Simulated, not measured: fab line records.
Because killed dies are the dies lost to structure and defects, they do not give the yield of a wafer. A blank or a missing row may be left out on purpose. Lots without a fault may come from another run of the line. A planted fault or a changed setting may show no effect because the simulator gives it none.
Shared-tool check / flow berkeley-cmos170 / 14 lots and 42 wafers in the sample

## REASON FOR OPENING
2 of 14 lots carry a flag on the reading PWELL_NITRIDE_THK at UCB170_PWELL_THK_MEAS_06. Fault-free wafers read 220.1 nm, with a standard deviation of 2.1.
Rule: a lot is flagged in two cases, either no wafer of it has a number, or all its wafers with numbers fall more than 4 standard deviations from that mean. The rest of the lots are taken to be sound.

lot=L678; measured=day 2 23:16; on=film-metro-02; PWELL_NITRIDE_THK (nm), wafer by wafer=220.9 220.9 219.6; flag=
lot=L679; measured=day 3 05:11; on=film-metro-03; PWELL_NITRIDE_THK (nm), wafer by wafer=216.7 216.2 218.1; flag=
lot=L680; measured=day 3 16:56; on=film-metro-04; PWELL_NITRIDE_THK (nm), wafer by wafer=218.1 216.8 215.5; flag=
lot=L681; measured=day 3 16:56; on=film-metro-03; PWELL_NITRIDE_THK (nm), wafer by wafer=219.5 219.2 218.3; flag=
lot=L682; measured=day 4 05:37; on=film-metro-03; PWELL_NITRIDE_THK (nm), wafer by wafer=222.8 222.2 224.5; flag=
lot=L683; measured=day 4 05:38; on=film-metro-02; PWELL_NITRIDE_THK (nm), wafer by wafer=219.9 219.1 219.0; flag=
lot=L688; measured=day 5 06:28; on=film-metro-02; PWELL_NITRIDE_THK (nm), wafer by wafer=207.0 207.1 205.9; flag=FLAGGED
lot=L689; measured=day 5 17:38; on=film-metro-03; PWELL_NITRIDE_THK (nm), wafer by wafer=207.4 209.2 208.7; flag=FLAGGED
lot=L692; measured=day 6 18:38; on=film-metro-02; PWELL_NITRIDE_THK (nm), wafer by wafer=218.3 219.5 219.2; flag=
lot=L695; measured=day 6 18:40; on=film-metro-03; PWELL_NITRIDE_THK (nm), wafer by wafer=219.8 219.6 218.4; flag=
lot=L694; measured=day 6 18:41; on=film-metro-02; PWELL_NITRIDE_THK (nm), wafer by wafer=217.6 220.3 220.9; flag=
lot=L697; measured=day 7 13:48; on=film-metro-02; PWELL_NITRIDE_THK (nm), wafer by wafer=221.4 222.1 220.9; flag=
lot=L698; measured=day 7 13:49; on=film-metro-04; PWELL_NITRIDE_THK (nm), wafer by wafer=218.7 220.0 220.3; flag=
lot=L699; measured=day 7 13:49; on=film-metro-03; PWELL_NITRIDE_THK (nm), wafer by wafer=217.1 217.5 215.9; flag=
Average over the flagged lots: 207.6 nm; offset from the usual -12.5 nm, equal to -6 standard deviations.

## WHICH TOOL RAN EACH LOT
The record holds 1 process step before the reading, out of a route of 331 steps. Each cell gives the tool, then ch followed by the chambers the sampled wafers passed through, then the start.
lot=L678; flag=; UCB170_PWELL_CVD_05=lpcvd-02 ch 0, day 2 21:18
lot=L679; flag=; UCB170_PWELL_CVD_05=lpcvd-02 ch 0, day 3 03:16
lot=L680; flag=; UCB170_PWELL_CVD_05=lpcvd-01 ch 1, day 3 15:01
lot=L681; flag=; UCB170_PWELL_CVD_05=lpcvd-01 ch 1, day 3 15:01
lot=L682; flag=; UCB170_PWELL_CVD_05=lpcvd-01 ch 1, day 4 03:42
lot=L683; flag=; UCB170_PWELL_CVD_05=lpcvd-01 ch 0, day 4 03:42
lot=L688; flag=FLAGGED; UCB170_PWELL_CVD_05=lpcvd-01 ch 0, day 5 04:32
lot=L689; flag=FLAGGED; UCB170_PWELL_CVD_05=lpcvd-01 ch 0, day 5 15:41
lot=L692; flag=; UCB170_PWELL_CVD_05=lpcvd-02 ch 1, day 6 16:43
lot=L695; flag=; UCB170_PWELL_CVD_05=lpcvd-02 ch 0, day 6 16:43
lot=L694; flag=; UCB170_PWELL_CVD_05=lpcvd-02 ch 1, day 6 16:43
lot=L697; flag=; UCB170_PWELL_CVD_05=lpcvd-02 ch 1, day 7 10:55
lot=L698; flag=; UCB170_PWELL_CVD_05=lpcvd-02 ch 1, day 7 10:55
lot=L699; flag=; UCB170_PWELL_CVD_05=lpcvd-02 ch 0, day 7 10:55
What these steps do:
- UCB170_PWELL_CVD_05: deposits Si3N4 from SiH2Cl2/NH3, target thk 220 nm, time 3300 s.
- UCB170_PWELL_THK_MEAS_06

## FLAGGED AGAINST TOTAL, ONE TOOL AT A TIME (gauges that did the reading follow at the end)
step=UCB170_PWELL_CVD_05; tool=lpcvd-01; lots run=6; flagged=2; share of the flagged lots=all; sound lots run after its first flagged lot=0
step=UCB170_PWELL_CVD_05; tool=lpcvd-02; lots run=8; flagged=0; share of the flagged lots=none; sound lots run after its first flagged lot=-
step=UCB170_PWELL_THK_MEAS_06; tool=film-metro-02; lots run=6; flagged=1; share of the flagged lots=some; sound lots run after its first flagged lot=3 (L692,L694,L697)
step=UCB170_PWELL_THK_MEAS_06; tool=film-metro-03; lots run=6; flagged=1; share of the flagged lots=some; sound lots run after its first flagged lot=2 (L695,L699)
step=UCB170_PWELL_THK_MEAS_06; tool=film-metro-04; lots run=2; flagged=0; share of the flagged lots=none; sound lots run after its first flagged lot=-

## WHAT THE TABLE ALLOWS
All flagged lots share 1 row of the table, namely lpcvd-01 at UCB170_PWELL_CVD_05.
- lpcvd-01 at UCB170_PWELL_CVD_05 ran 6 lots, 2 of them flagged. Last sound lot L682 at day 4 03:42, first flagged lot L688 at day 5 04:32; a fault beginning in between fits. Its own readings lie more than 4 standard deviations out on every wafer of the flagged lots: pressure-mtorr.
What remains is a single tool, lpcvd-01 at UCB170_PWELL_CVD_05.

## WHAT THE SIMULATOR PUT IN
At UCB170_PWELL_CVD_05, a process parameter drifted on lpcvd-01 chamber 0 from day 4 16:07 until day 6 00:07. Setting pressure-mtorr shifted by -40 from 200. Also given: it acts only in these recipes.
Struck lots among those shown: L688, L689. Same finding as the rule above.
